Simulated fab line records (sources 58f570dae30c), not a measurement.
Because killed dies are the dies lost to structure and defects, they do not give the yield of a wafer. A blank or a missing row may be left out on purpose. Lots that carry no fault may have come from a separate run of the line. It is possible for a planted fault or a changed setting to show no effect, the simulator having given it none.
Problem report, 8D (eight disciplines) form, completed by code / flow berkeley_cmos170 / the parts of the form that need people (team, actions taken, sign-off) are left out

== 1. WHAT WENT WRONG ==
Wafers without a fault read 30.000, standard deviation 0.0098; beam_energy_keV at UCB170_PVT_IMPLANT_07 reads a mean of 29.130 on 9 wafers belonging to 3 lots. That is -89 standard deviations from the usual mean.
Seen first at day 9 23:22 on implanter-03, wafer L687.2. At this step, 21 wafers from 7 lots have a number in the record. Rule for "out", or "out of limits": more than 4 standard deviations from the usual mean. The other wafers with a number count as sound.

== 2. WHAT IT IS, AND WHAT IT ISN'T ==
question=which readings at this step | is=beam_energy_keV | is not=dose_ions_cm2
question=which lots | is=L687, L688, L689 | is not=L671, L678, L680, L686
question=which wafers of those lots | is=all that have a number | is not=-
question=read on which tools | is=implanter-03 | is not=implanter-04
question=when | is=from day 9 23:22 | is not=up to then (9 sound wafers); but 3 sound wafers of L686 came after

== 3. THE SUSPECTS, EACH WITH WHAT RULES IT OUT ==
Counting: a tool stays on the suspect list if, at a process step up to the reading, it processed all lots that are out and no sound lot following the first of them.
- implanter-03 at UCB170_PVT_IMPLANT_07: kept. Every lot that is out went through it, starting with L687 (day 9 23:22), and after that it ran no sound lot; the last sound lot it ran before then is L678 (day 8 00:14). Its own readings are out on those wafers: beam_energy_keV.
Remaining after the count: implanter-03 at UCB170_PVT_IMPLANT_07.

== 4. THE CAUSE (what the simulator had put in) ==
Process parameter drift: implanter-03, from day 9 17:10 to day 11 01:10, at UCB170_PVT_IMPLANT_07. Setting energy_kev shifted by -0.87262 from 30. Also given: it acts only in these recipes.
Only this tool survived the counting.

== 5. THE CHAIN OF EFFECTS, in route order ==
Rows list readings where the struck wafers' mean (over those with a number) sits beyond 3 standard deviations from the usual. Only readings for which the record gives a usual standard deviation are gone through. hours: the time from each lot's start at the first step in this table that gives one to its start at this step, as a median over the lots. sigmas: the change in usual standard deviations.
hours=0; step=UCB170_PVT_IMPLANT_07; reading=beam_energy_keV; usual=30.000; on struck wafers=29.130; change=-0.870; sigmas=-89
Process steps it contains:
- UCB170_PVT_IMPLANT_07

== 6. WHAT WOULD HAVE CAUGHT IT SOONER ==
First out-of-limits reading in this record: day 9 23:22, which is 6 hours after fault onset at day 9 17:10.
